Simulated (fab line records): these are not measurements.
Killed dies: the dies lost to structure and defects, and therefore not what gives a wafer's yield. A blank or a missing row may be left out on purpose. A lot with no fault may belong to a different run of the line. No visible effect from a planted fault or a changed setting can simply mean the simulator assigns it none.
Which tool is to blame? || flow rit cmos || 14 lots (42 wafers sampled), 1 step of a 202-step route

WHAT THE GAUGES READ, wafer by wafer
RIT_ACTIVE_BOW_MEAS_00.
{"lot": "L650", "measured": "day 1 10:02", "on": "film metro-02", "INCOMING_BOW (um)": "3 -4 -5"}
{"lot": "L651", "measured": "day 1 15:01", "on": "film metro-04", "INCOMING_BOW (um)": "-2 -11 2"}
{"lot": "L652", "measured": "day 1 20:00", "on": "film metro-04", "INCOMING_BOW (um)": "1 -8 2"}
{"lot": "L653", "measured": "day 2 01:01", "on": "film metro-02", "INCOMING_BOW (um)": "3 9 -3"}
{"lot": "L654", "measured": "day 2 06:02", "on": "film metro-01", "INCOMING_BOW (um)": "1 -8 7"}
{"lot": "L655", "measured": "day 2 11:00", "on": "film metro-02", "INCOMING_BOW (um)": "2 2 -1"}
{"lot": "L656", "measured": "day 2 16:01", "on": "film metro-02", "INCOMING_BOW (um)": "-3 -2 9"}
{"lot": "L659", "measured": "day 3 07:01", "on": "film metro-04", "INCOMING_BOW (um)": "3 -11 -4"}
{"lot": "L660", "measured": "day 3 12:00", "on": "film metro-01", "INCOMING_BOW (um)": "-2 4 -6"}
{"lot": "L663", "measured": "day 4 03:00", "on": "film metro-04", "INCOMING_BOW (um)": "11 6 5"}
{"lot": "L667", "measured": "day 4 23:00", "on": "film metro-04", "INCOMING_BOW (um)": "-2 3 -4"}
{"lot": "L669", "measured": "day 5 09:01", "on": "film metro-04", "INCOMING_BOW (um)": "3 -5 4"}
{"lot": "L670", "measured": "day 5 14:00", "on": "film metro-01", "INCOMING_BOW (um)": "4 0 9"}
{"lot": "L671", "measured": "day 5 19:00", "on": "film metro-02", "INCOMING_BOW (um)": "-1 2 4"}

TOOL THAT RAN EACH LOT (tool first, then ch and the chambers of the sampled wafers, then the start)
There is no process step in the record ahead of these readings.

AS READ BY THE TOOLS THEMSELVES (means over the sampled wafers that have a number; for cases with no such wafer, the mark the record gives instead)
The record holds no such reading with a usual standard deviation.

THE ANSWER, worked out from the rows above alone
Rule: the usual values come from the lots themselves. Put in order of their means at a reading, lots are off if they are a third of the lots or fewer, leave a main group of 4 or more, and stand apart from it by a gap of 3 or more times the standard deviation of the main group's means; of several such gaps the widest counts. Not used: any main group whose means are identical at the precision the tables above print for the reading. Also off: a lot with no number at a reading for which 4 or more lots have one. Where the step has rows for the other lots, those lots are counted as sound. First the gauges in route order, then the tools' own readings, where a lot's mean is used as printed above. The first step at which some lot is off is used, and at that step the reading that is off furthest; a lot without a number counts as furthest.
Across all readings shown, no lot is off: no conclusion can be drawn from this.

WHAT WAS PUT IN BY THE SIMULATOR
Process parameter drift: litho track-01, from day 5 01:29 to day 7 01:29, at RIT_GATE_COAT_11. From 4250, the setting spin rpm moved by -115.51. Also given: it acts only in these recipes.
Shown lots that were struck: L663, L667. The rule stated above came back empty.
